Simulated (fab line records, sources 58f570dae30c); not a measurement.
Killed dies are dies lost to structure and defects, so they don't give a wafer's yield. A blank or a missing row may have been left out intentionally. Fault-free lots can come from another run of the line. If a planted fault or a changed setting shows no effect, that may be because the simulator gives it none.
2 desks looking at one fault -- flow berkeley-cmos170 -- every desk sees just its own numbers, and what lay behind them comes last

## FOR THE TOOL OWNER'S DESK: lpcvd-01
The tool's own readings at UCB170_NWELL_CVD_04 (deposits Si3N4 from SiH2Cl2/NH3, target thk 224 nm, time 3360 s): means of the sampled wafers that have a number, for each lot that ran on this tool. Marked OUT: a lot whose mean sits more than 4 standard deviations from the usual mean, which makes it out of limits; the brackets give that distance.
Columns: A = spike-tc-centre-C at UCB170_NWELL_CVD_04, usual 803.3 C; B = zone-power-source-pct at UCB170_NWELL_CVD_04, usual 22.4 %
lot,first seen here,A,B
L205,day 2 09:18,803.4,22.8
L206,day 2 09:18,802.7,22.8
L207,day 2 22:30,803.8,22.4
L208,day 2 22:30,803.1,22.8
L209,day 3 07:51,803.3,22.8
L210,day 3 07:51,804.0,22.6
L211,day 3 15:02,803.1,23.1
L212,day 3 15:02,803.4,22.5
L214,day 4 07:16,803.0,22.9
L220,day 5 15:23,803.8,22.7
L221,day 5 23:01,803.4,22.8
Finding of this desk: none of the 11 lots has anything out of limits.

## FROM THE METROLOGY DESK
Lot by lot, what the gauges showed, no matter which tool ran the lot: averages of those sampled wafers that carry a number. Marked OUT: a lot whose mean sits more than 4 standard deviations from the usual mean, which makes it out of limits; the brackets give that distance.
Columns: A = NWELL_NITRIDE_THK at UCB170_NWELL_THK_MEAS_05, usual 225.6 nm
lot,first seen here,A
L205,day 2 11:14,227.1
L206,day 2 11:14,228.3
L208,day 3 01:24,225.6
L207,day 3 01:25,228.1
L210,day 3 10:45,225.7
L209,day 3 10:46,225.6
L212,day 3 16:58,222.7
L211,day 3 17:00,224.7
L214,day 4 09:14,223.7
L220,day 5 17:19,205.3 (-10) OUT
L221,day 6 00:56,207.3 (-9.1) OUT
Finding of this desk: L220, L221 out of limits, first seen on L220 at day 5 17:19 (NWELL_NITRIDE_THK at UCB170_NWELL_THK_MEAS_05). L205, L206, L208, L207, L210, L209, L212, L211, L214 stayed within limits.

## BROUGHT TOGETHER
L220, L221 would have let the metrology desk raise an alarm at day 5 17:19.
Nothing out of limits was seen by the tool owner's desk.
The tool owner's desk has L220, L221 on record, within its limits.
Every lot named ran UCB170_NWELL_CVD_04 on lpcvd-01.

## WHAT THE SIMULATOR HAD INSERTED
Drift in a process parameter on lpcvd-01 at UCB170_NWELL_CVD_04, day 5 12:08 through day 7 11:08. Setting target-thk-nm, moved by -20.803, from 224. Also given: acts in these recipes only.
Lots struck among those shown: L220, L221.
Hours from the fault's start to each desk's first reading out of limits: the metrology desk, 5.
